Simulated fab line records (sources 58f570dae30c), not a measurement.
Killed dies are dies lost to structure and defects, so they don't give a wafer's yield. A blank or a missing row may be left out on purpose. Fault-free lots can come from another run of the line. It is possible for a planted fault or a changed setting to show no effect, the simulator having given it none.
Matching of chambers ; flow berkeleyCmos170 ; rieDiel-04 running UCB170_ZERO_ETCH_06: 4 sister chambers
The step etches SiO2 in CHF3/CF4/Ar, time 12 s. 20 wafers are shown with their chamber, then 10 later ones without.

## WAFERS PAIRED WITH THEIR CHAMBERS
wafer;chamber;drypumpMotorCurrentA (A);throttleValvePct (%);oesProductAu (a.u.)
L074.2;0;5.5;9.33;0.651
L074.5;1;6.1;8.97;0.641
L074.6;0;5.5;9.33;0.633
L076.3;0;5.5;9.33;0.637
L076.5;1;6.1;8.97;0.638
L076.6;0;5.5;9.32;0.644
L078.1;3;4.8;9.27;0.639
L078.5;2;5.7;9.20;0.633
L078.6;1;6.1;8.96;0.641
L082.1;2;5.7;9.18;0.638
L082.4;0;5.5;9.32;0.640
L082.5;2;5.8;9.18;0.640
L085.2;0;5.5;9.31;0.644
L085.3;3;4.8;9.25;0.633
L085.4;1;6.1;8.96;0.641
L088.1;0;5.5;9.33;0.647
L088.4;2;5.7;9.21;0.640
L088.6;0;5.4;9.35;0.639
L089.1;1;6.1;8.96;0.635
L089.5;2;5.7;9.21;0.640

SIGNATURES, as means of the wafers listed above
reading;chamber 0;chamber 1;chamber 2;chamber 3;scatter within a chamber
drypumpMotorCurrentA;5.487;6.100;5.720;4.800;0.0324
throttleValvePct;9.3275;8.9640;9.1960;9.2600;0.0117
oesProductAu;0.64187;0.63920;0.63820;0.63600;0.00445
Rule: for a wafer and a chamber, the distance is found by dividing, reading by reading, the gap between the wafer's reading and the chamber's mean by the reading's scatter, squaring, summing and taking the root. If the next closest chamber is less than 2 further off than the closest, the wafer can't be placed; otherwise it belongs to the closest. The scatter: the root of (the sum of the squares of (reading less its chamber's mean) over the shown wafers, divided by (wafers less chambers)).

## WAFERS WITH NO CHAMBER GIVEN
wafer;drypumpMotorCurrentA (A);throttleValvePct (%);oesProductAu (a.u.)
L089.6;6.1;8.95;0.630
L092.1;4.8;9.27;0.642
L092.4;5.7;9.20;0.639
L092.5;6.1;8.97;0.646
L096.3;5.5;9.32;0.638
L096.4;5.7;9.19;0.640
L096.5;4.8;9.26;0.633
L097.2;5.5;9.34;0.638
L097.4;4.8;9.25;0.630
L097.6;5.5;9.32;0.635

## EACH ONE'S CHAMBER
wafer;from the rows above;in truth
L089.6;1;1
L092.1;3;3
L092.4;2;2
L092.5;1;1
L096.3;0;0
L096.4;2;2
L096.5;3;3
L097.2;0;0
L097.4;3;3
L097.6;0;0
Correctly placed: 10 of 10. Can't be placed from these rows: 0. Wrongly placed: 0.
